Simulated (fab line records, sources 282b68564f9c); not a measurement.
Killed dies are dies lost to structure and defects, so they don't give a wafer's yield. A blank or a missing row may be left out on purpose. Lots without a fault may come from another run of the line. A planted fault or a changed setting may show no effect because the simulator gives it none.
fab line records | flow rit_cmos
record lots=7 wafers=21 last_day=6
route steps=202 shown GATE@77 FOX2@80 M1@202
lots that met no fault: from a run of the same line without faults
start_h: hours from the record's first day to the start of the lot's first wafer shown | wait_h: hours since the lot's step before | " the same as in the row above | L1.1+2: a row that stands for several wafers | - no value, or no start given | * or withheld: withheld | < > ~ a bound
route shown NAME@n: a module of which the file shows steps, and the number in the route of the first | usual: mean/standard deviation of fault-free wafers | same: alike in all rows | chamber/n: place in a boat | sites: the reading at each site | _std_site: their standard deviation | _edge_site: outer sites' mean less inner sites' | radius_mm: how far each site lies from the wafer's centre | mask NAME#n: copy n | behind: the tool/chamber that last shaped the wafer | hold: why the lot was held/for how many hours/how that ended | device: the transistor (n, p or np) that didn't switch | end of line: the same wafers' tests at the end of the route | a step without rows: its recipe alone | killed: dies lost to structure and defects at the first sort, not the wafer's yield | map: a wafer's dies, x killed, . not, _ none there
set.NAME: the setting as run; set.NAME@STEP: as run at that earlier step | model.NAME: the simulator's own value behind a step, which no gauge read
lots at some steps of the route; a table a step, a row a wafer
services: from which hour (start_h, from the record's first day; less than 0 if before it) a tool's chamber was out of use, for how many hours, and why
## steps
# step RIT_GATE_CLEAN_02
# recipe chemistry=dHF dilution=50:1 time_s=30
# step RIT_GATE_CLEAN_03
# recipe chemistry=SC2 mix=3:3:50 time_s=600 temp_c=75 dry=n2_spin
# step RIT_GATE_CLEAN_04
# recipe chemistry=dHF dilution=50:1 time_s=60 dry=n2_spin
# step RIT_FOX2_THK_MEAS_91
# recipe reads=SiO2_of_FOX2_OXIDATION_00
# usual FIELD_OXIDE_LEFT_2_THK=257/5.8
# columns lot.wafer tool chamber start_h wait_h FIELD_OXIDE_LEFT_2_THK[nm]
L325.2 film_metro-03 - 32.20 0.0 252
L325.5 " - " " 258
L325.6 " - " " 249
L326.1 film_metro-02 - 38.94 0.0 271
L326.3 " - " " 262
L326.6 " - " " 266
L332.1 film_metro-02 - 69.01 0.0 245
L332.3 " - " " 243
L332.4 " - " " 251
L333.1 film_metro-02 - 74.22 0.0 263
L333.2 " - " " 269
L333.3 " - " " 266
L335.1 film_metro-04 - 84.51 0.0 258
L335.5 " - " " 261
L335.6 " - " " 264
L338.1 film_metro-02 - 100.13 0.0 261
L338.5 " - " " 262
L338.6 " - " " 260
L340.2 film_metro-03 - 109.07 0.0 249
L340.4 " - " " 251
L340.6 " - " " 250
# step RIT_GATE_OXIDATION_05
# recipe temp_c=900 ambient=O2 target_thk_a=30 ox_time_s=270
# step RIT_GATE_ANNEAL_06
# recipe temp_c=900 time_s=600 ambient=N2O
# step RIT_GATE_THK_MEAS_07
# recipe reads=SiO2_of_GATE_OXIDATION_05
# usual GATE_OXIDE_THK=3.03/0.071
# columns lot.wafer tool chamber start_h wait_h GATE_OXIDE_THK[nm]
L325.2 film_metro-03 - 35.20 0.0 3.05
L325.5 " - " " 3.07
L325.6 " - " " 3.01
L326.1 film_metro-02 - 41.67 0.0 3.10
L326.3 " - " " 3.02
L326.6 " - " " 3.02
L332.1 film_metro-02 - 73.46 0.0 3.04
L332.3 " - " " 3.05
L332.4 " - " " 3.08
L333.1 film_metro-02 - 77.76 0.0 3.05
L333.2 " - " " 3.18
L333.3 " - " " 3.08
L335.1 film_metro-04 - 86.62 0.0 2.95
L335.5 " - " " 2.98
L335.6 " - " " 3.00
L338.1 film_metro-02 - 101.54 0.0 3.14
L338.5 " - " " 3.03
L338.6 " - " " 3.01
L340.2 film_metro-03 - 111.32 0.0 3.05
L340.4 " - " " 2.96
L340.6 " - " " 3.00
# step RIT_GATE_CVD_08
# recipe material=poly-Si target_thk_nm=250 temp_c=610 precursor=SiH4 time_s=2220 pressure_mtorr=300 sih4_flow_sccm=100
# step RIT_GATE_THK_MEAS_09
# recipe reads=poly-Si_of_GATE_CVD_08
# usual GATE_POLY_THK=249.2/1.9
# columns lot.wafer tool chamber start_h wait_h GATE_POLY_THK[nm]
L325.2 film_metro-02 - 36.88 0.0 250.5
L325.5 " - " " 246.9
L325.6 " - " " 249.3
L326.1 film_metro-04 - 43.34 0.0 248.8
L326.3 " - " " 246.5
L326.6 " - " " 247.9
L332.1 film_metro-02 - 75.13 0.0 251.5
L332.3 " - " " 251.0
L332.4 " - " " 248.6
L333.1 film_metro-03 - 79.44 0.0 251.3
L333.2 " - " " 249.2
L333.3 " - " " 249.1
L335.1 film_metro-04 - 88.30 0.0 246.7
L335.5 " - " " 250.9
L335.6 " - " " 250.6
L338.1 film_metro-04 - 103.22 0.0 248.8
L338.5 " - " " 248.6
L338.6 " - " " 249.9
L340.2 film_metro-02 - 113.00 0.0 248.1
L340.4 " - " " 246.8
L340.6 " - " " 247.5
# step RIT_GATE_HMDS_10
# recipe prime_time_s=60 prime_temp_c=140
# step RIT_GATE_COAT_11
# recipe resist=NOVOLAK spin_rpm=4250 resist_thk_nm=841
# step RIT_GATE_SOFTBAKE_12
# recipe resist=NOVOLAK temp_c=90 time_s=60
# step RIT_GATE_EXPOSE_13
# recipe mask_id=M6 na=0.6 source_shape=conventional sigma_outer=0.6 target_cd_nm=150 dose_mj=380
# usual exposure_dose_mJ_cm2=378.7/0.37 focus_offset_nm=0.0/0.49
# columns lot.wafer tool chamber start_h wait_h mask exposure_dose_mJ_cm2 focus_offset_nm model.GATE.overlay_x_nm
L325.2 iline_stepper-02 0 37.52 0.2 M6#0 378.3 1.1 0.8161
L325.5 " 0 " " M6#0 378.5 -0.3 0.8161
L325.6 " 0 " " M6#0 378.8 0.8 0.8161
L326.1 iline_stepper-01 0 44.16 0.2 M6#0 379.1 -0.7 0.8681
L326.3 " 0 " " M6#0 378.8 -0.2 0.8681
L326.6 " 0 " " M6#0 378.6 0.3 0.8681
L332.1 iline_stepper-01 0 75.77 0.2 M6#0 378.6 -0.6 -150.6
L332.3 " 0 " " M6#0 378.2 -0.8 -150.6
L332.4 " 0 " " M6#0 379.0 0.2 -150.6
L333.1 iline_stepper-01 0 79.95 0.1 M6#0 379.5 0.5 -150.7
L333.2 " 0 " " M6#0 379.2 0.2 -150.7
L333.3 " 0 " " M6#0 378.5 0.6 -150.7
L335.1 iline_stepper-01 0 88.93 0.2 M6#0 378.5 -0.5 -150.7
L335.5 " 0 " " M6#0 378.4 -0.8 -150.7
L335.6 " 0 " " M6#0 378.5 -1.3 -150.7
L338.1 iline_stepper-02 0 103.75 0.2 M6#0 378.5 0.0 -0.5162
L338.5 " 0 " " M6#0 378.9 -0.4 -0.5162
L338.6 " 0 " " M6#0 378.8 0.6 -0.5162
L340.2 iline_stepper-02 0 113.64 0.2 M6#0 378.5 -0.5 0.3359
L340.4 " 0 " " M6#0 378.6 0.1 0.3359
L340.6 " 0 " " M6#0 378.4 -1.1 0.3359
# step RIT_GATE_PEB_14
# recipe resist=NOVOLAK temp_c=withheld time_s=withheld
# step RIT_GATE_DEVELOP_15
# recipe resist=NOVOLAK develop_time_s=50 dev_temp_c=23
# step RIT_GATE_CD_MEAS_16
# recipe target_cd_nm=150
# usual cd_nm=150.1/2.4
# columns lot.wafer tool chamber start_h wait_h cd_nm
L325.2 cd_sem-02 - 37.92 - 150.5
L325.5 " - " " 149.1
L325.6 " - " " 149.0
L326.1 cd_sem-01 - 44.56 - 152.2
L326.3 " - " " 151.4
L326.6 " - " " 150.5
L332.1 cd_sem-01 - 76.17 - 149.3
L332.3 " - " " 149.5
L332.4 " - " " 151.7
L333.1 cd_sem-02 - 80.35 - 149.1
L333.2 " - " " 150.1
L333.3 " - " " 149.2
L335.1 cd_sem-02 - 89.33 - 153.4
L335.5 " - " " 151.1
L335.6 " - " " 152.5
L338.1 cd_sem-02 - 104.15 - 144.5
L338.5 " - " " 145.9
L338.6 " - " " 145.6
L340.2 cd_sem-01 - 114.04 - 147.9
L340.4 " - " " 149.0
L340.6 " - " " 148.1
# step RIT_GATE_OVL_MEAS_17
# usual GATE_OVL=0.1/1.2
# columns lot.wafer tool chamber start_h wait_h hold GATE_OVL[nm]
L325.2 overlay-02 - 38.03 0.1 - 0.9
L325.5 " - " " - 0.3
L325.6 " - " " - 0.8
L326.1 overlay-01 - 44.68 0.1 - -0.5
L326.3 " - " " - 1.1
L326.6 " - " " - 0.4
L332.1 overlay-01 - 76.29 0.1 await_dispo/0.2h/release -152.3
L332.3 " - " " await_dispo/0.2h/release -150.3
L332.4 " - " " await_dispo/0.2h/release -150.9
L332.1 overlay-01 - 76.49 0.2 - -152.6
L332.3 " - " " - -150.0
L332.4 " - " " - -150.6
L333.1 overlay-01 - 80.47 0.1 await_dispo/0.2h/release -150.2
L333.2 " - " " await_dispo/0.2h/release -149.0
L333.3 " - " " await_dispo/0.2h/release -149.4
L333.1 overlay-01 - 80.67 0.2 - -150.3
L333.2 " - " " - -148.6
L333.3 " - " " - -148.8
L335.1 overlay-02 - 89.45 0.1 await_dispo/0.2h/release -150.8
L335.5 " - " " await_dispo/0.2h/release -149.9
L335.6 " - " " await_dispo/0.2h/release -149.9
L335.1 overlay-02 - 89.66 0.2 - -150.3
L335.5 " - " " - -149.7
L335.6 " - " " - -150.0
L338.1 overlay-01 - 104.27 0.1 - -0.1
L338.5 " - " " - 0.2
L338.6 " - " " - -0.5
L340.2 overlay-02 - 114.15 0.1 - 1.0
L340.4 " - " " - -1.2
L340.6 " - " " - -0.5
# step RIT_M1_PROBE_99
# usual defect_limited_yield=97.6/1.1 killed_at_M0_to_M3=0.0/0.12 killed_at_front_end=6.3/2.9 killed_dies=6.4/2.8 killed_open=3.3/2 killed_short=3.1/2 sort_bin_3_pad_short=0.1/0.2 sort_bin_5_function=1.4/0.75 sort_bin_6_memory=0.9/0.59 sort_n_pass=257.6/2.8 sort_yield_pct=97.6/1.1
# same gross_dies=264 killed_at_M4_up=0 killed_at_back_side=0 killed_at_contacts=0 killed_at_other=0
# columns lot.wafer tool chamber start_h wait_h defect_limited_yield[%] killed_at_M0_to_M3 killed_at_front_end killed_dies killed_open killed_short sort_bin_3_pad_short[%] sort_bin_5_function[%] sort_bin_6_memory[%] sort_n_pass sort_yield_pct[%]
L325.2 prober-01 - 59.31 0.1 98.1 0 5 5 0 5 0 1.9 0 259.0 98.1
L325.5 prober-01 - 59.46 0.2 98.5 0 4 4 2 2 0 0.4 1.1 260.0 98.5
L325.6 prober-01 - 59.51 0.2 96.2 0 10 10 5 5 0 2.7 1.1 254.0 96.2
L326.1 prober-01 - 65.16 0.1 97.7 1 5 6 2 4 0.4 1.1 0.8 258.0 97.7
L326.3 prober-01 - 65.26 0.2 97.0 0 8 8 5 3 0 1.1 1.9 256.0 97.0
L326.6 prober-01 - 65.41 0.2 95.8 0 11 11 5 6 0.4 1.9 1.9 253.0 95.8
L338.1 prober-01 - 126.15 0.1 97.3 0 7 7 3 4 0 1.1 1.5 257.0 97.3
L338.5 prober-01 - 126.35 0.2 98.1 0 5 5 3 2 0.4 1.1 0.4 259.0 98.1
L338.6 prober-01 - 126.40 0.2 95.8 0 11 11 6 5 0.4 2.3 1.5 253.0 95.8
L340.2 prober-01 - 136.09 0.1 98.9 0 3 3 2 1 0 0.8 0.4 261.0 98.9
L340.4 prober-01 - 136.19 0.2 97.7 0 6 6 5 1 0 1.9 0.4 258.0 97.7
L340.6 prober-01 - 136.29 0.2 97.3 0 7 7 3 4 0 1.1 1.5 257.0 97.3
# killed by level:class
L325.2 REOX:geometric_particle:short=3 GATE:geometric_particle:short=1 SPACER:geometric_particle:short=1
L325.5 GATE:geometric_particle:short=2 FOX1:geometric_particle:open=1 FOX2:geometric_particle:open=1
L325.6 GATE:geometric_particle:open=3 FOX2:geometric_particle:short=2 SPACER:geometric_particle:open=2 FOX1:geometric_particle:short=1 GATE:geometric_particle:short=1 SILICIDE:geometric_particle:short=1
L326.1 FOX1:geometric_particle:open=1 GATE:geometric_particle:short=1 GATE:geometric_particle:open=1 REOX:geometric_particle:short=1 SPACER:geometric_particle:short=1 M1:geometric_particle:short=1
L326.3 GATE:geometric_particle:open=3 GATE:geometric_particle:short=2 REOX:geometric_particle:open=1 REOX:geometric_particle:short=1 SILICIDE:geometric_particle:open=1
L326.6 GATE:geometric_particle:open=4 FOX1:geometric_particle:short=2 SPACER:geometric_particle:short=2 GATE:geometric_particle:short=1 REOX:geometric_particle:open=1 REOX:geometric_particle:short=1
L338.1 FOX1:geometric_particle:open=3 FOX1:geometric_particle:short=1 GATE:geometric_particle:short=1 SPACER:geometric_particle:short=1 SILICIDE:geometric_particle:short=1
L338.5 FOX1:geometric_particle:open=1 GATE:geometric_particle:short=1 REOX:geometric_particle:short=1 SPACER:geometric_particle:open=1 SILICIDE:geometric_particle:open=1
L338.6 GATE:geometric_particle:open=4 FOX2:geometric_particle:open=2 SPACER:geometric_particle:short=2 FOX1:geometric_particle:short=1 GATE:geometric_particle:short=1 REOX:geometric_particle:short=1
L340.2 GATE:geometric_particle:open=1 GATE:geometric_particle:short=1 SPACER:geometric_particle:open=1
L340.4 GATE:geometric_particle:open=4 REOX:geometric_particle:short=1 SILICIDE:geometric_particle:open=1
L340.6 FOX1:geometric_particle:short=2 GATE:geometric_particle:short=2 FOX1:geometric_particle:open=1 REOX:geometric_particle:open=1 SPACER:geometric_particle:open=1
## services
# columns tool chamber start_h hours kind
iline_stepper-02 - 49.13 1.7 pm
iline_stepper-02 0 81.90 - calibration
iline_stepper-02 - 85.59 2.3 repair
## key
first_sign step=RIT_GATE_OVL_MEAS_17 reading=visit direction=added
effect step=RIT_GATE_OVL_MEAS_17 reading=GATE_OVL direction=down sigmas=99+ usual=0.1 struck=-150.3
model_effect step=RIT_GATE_EXPOSE_13 value=GATE.overlay_x_nm without=-0.643 struck=-150.6
met_at RIT_GATE_EXPOSE_13
struck_wafers L332.1,L332.3,L332.4,L333.1,L333.2,L333.3,L335.1,L335.5,L335.6
scrapped_behind RIT_GATE_OVL_MEAS_17 L332.1,L332.3,L332.4,L333.1,L333.2,L333.3,L335.1,L335.5,L335.6
onset_between 44.16 75.77
fault kind=scanner_matching_overlay tool=iline_stepper-01 chamber=- onset_h=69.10 steps=RIT_GATE_EXPOSE_13 offset=-150
